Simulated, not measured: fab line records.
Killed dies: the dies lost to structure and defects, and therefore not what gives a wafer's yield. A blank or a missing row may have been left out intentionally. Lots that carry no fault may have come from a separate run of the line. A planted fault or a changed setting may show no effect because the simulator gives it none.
Split-lot trial + flow berkeley cmos170 + on a route of 331 steps: 5 lots, 23 wafers read

THE SPLIT
At UCB170_SILICIDE_SPUTTER_01 (material Ti, target thk 30 nm, time 25 s), the setting time s was moved away from the recipe's 25 s on 9 of the 23 wafers read, by -13.6% to +14.7%. The other wafers ran this setting at the recipe's value.

THE PATH FROM SPLIT TO READING: the file shows 1 step between them
- UCB170_SILICIDE_RS_MEAS_02: measures by four-point-probe

THE READING
SILICIDE_TI_THK, in nm, at UCB170_SILICIDE_THK_MEAS_03 (measures by xrf). Fault-free wafers of this fab line usually give 29.9 nm, standard deviation 0.38 nm.

| wafer  | tool, chamber at the split | time s as run, s | against the recipe | SILICIDE_TI_THK, nm | against lot-mates on the recipe |
|--------|----------------------------|------------------|--------------------|---------------------|---------------------------------|
| L077.1 | pvd sputter-02, -          | 25               | recipe             | 30.0                | -                               |
| L077.2 | pvd sputter-02, -          | 25               | recipe             | 29.6                | -                               |
| L077.4 | pvd sputter-02, -          | 25               | recipe             | 30.0                | -                               |
| L084.1 | pvd sputter-04, -          | 22.37            | -10.5%             | 26.2                | -3.4                            |
| L084.2 | pvd sputter-04, -          | 22.37            | -10.5%             | 26.8                | -2.8                            |
| L084.4 | pvd sputter-04, -          | 25               | recipe             | 29.6                | -                               |
| L084.5 | pvd sputter-04, -          | 22.37            | -10.5%             | 26.9                | -2.7                            |
| L084.6 | pvd sputter-04, -          | 25               | recipe             | 29.6                | -                               |
| L083.1 | pvd sputter-01, -          | 25               | recipe             | 29.3                | -                               |
| L083.2 | pvd sputter-01, -          | 25               | recipe             | 29.9                | -                               |
| L083.3 | pvd sputter-01, -          | 22.74            | -9.0%              | 27.6                | -1.9                            |
| L083.5 | pvd sputter-01, -          | 25               | recipe             | 29.4                | -                               |
| L083.6 | pvd sputter-01, -          | 22.74            | -9.0%              | 27.6                | -1.9                            |
| L082.1 | pvd sputter-04, -          | 21.59            | -13.6%             | 25.3                | -4.4                            |
| L082.2 | pvd sputter-04, -          | 21.59            | -13.6%             | 25.5                | -4.2                            |
| L082.4 | pvd sputter-04, -          | 25               | recipe             | 29.9                | -                               |
| L082.5 | pvd sputter-04, -          | 25               | recipe             | 29.5                | -                               |
| L082.6 | pvd sputter-04, -          | 25               | recipe             | 29.8                | -                               |
| L080.2 | pvd sputter-01, -          | 25               | recipe             | 30.0                | -                               |
| L080.3 | pvd sputter-01, -          | 28.67            | +14.7%             | 33.5                | +3.9                            |
| L080.4 | pvd sputter-01, -          | 25               | recipe             | 29.8                | -                               |
| L080.5 | pvd sputter-01, -          | 25               | recipe             | 28.9                | -                               |
| L080.6 | pvd sputter-01, -          | 28.67            | +14.7%             | 34.2                | +4.6                            |

THE FIT
A straight line over all 23 wafers: SILICIDE_TI_THK changes by +0.287 nm for each +1% of time s; r = +0.99; the points scatter about the line by 0.36 nm.
The same after taking each lot's own level away (the mean of its wafers on the recipe; 23 wafers): +0.288 nm for each +1%; r = +0.99; scatter 0.37 nm.
Per that fit: largest time s move, reading shift of 4.2 nm.
The span of the lots' own levels, 29.53 to 29.87 nm, comes to 0.9 times the standard deviation stated above.
The two slopes are in agreement: the lot-to-lot level therefore moves the slope only a little.
Check: for one of the wafers moved furthest among these (+14.7%), held out of the fit, the line's prediction against its lot-mates is +4.4 nm. It came out at +3.93 nm against them.

THESE WAFERS: OTHER SPLITS
Note: prior to the reading, these wafers also went through further splits. Each is held against what the fit with the lots' levels taken away leaves over:
| other split on the same wafers    | wafers away from the commonest value | r with SILICIDE_TI_THK (lot level and that fit taken away) |
|-----------------------------------|--------------------------------------|------------------------------------------------------------|
| UCB170_PLDD_EXPOSE_03 dose mj     | 7                                    | -0.21                                                      |
| UCB170_NLDD_COAT_01 resist thk nm | 7                                    | +0.02                                                      |
| UCB170_SDANNEAL_RTA_01 time s     | 11                                   | +0.31                                                      |

THE WHOLE CHAIN: every reading that the file lists as answering this split, in the file's order
| step                        | what it does                             | reading                                                                           | change (the file's fit)               | r (the file's) |
|-----------------------------|------------------------------------------|-----------------------------------------------------------------------------------|---------------------------------------|----------------|
| UCB170_SILICIDE_SPUTTER_01  | material Ti, target thk 30 nm, time 25 s | Ti_of_SILICIDE_SPUTTER_01.thk nm (the simulator's own value, which no gauge read) | +0.289 nm for each +1% of the setting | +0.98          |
| UCB170_SILICIDE_RS_MEAS_02  | measures by four-point-probe             | SILICIDE_TI_RS                                                                    | -0.315 for each +1% of the setting    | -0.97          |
| UCB170_SILICIDE_THK_MEAS_03 | measures by xrf                          | SILICIDE_TI_THK                                                                   | +0.289 for each +1% of the setting    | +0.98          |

THE FILE'S OWN FIT
SILICIDE_TI_THK changes by +0.289 nm for each +1% of time s, r = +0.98.
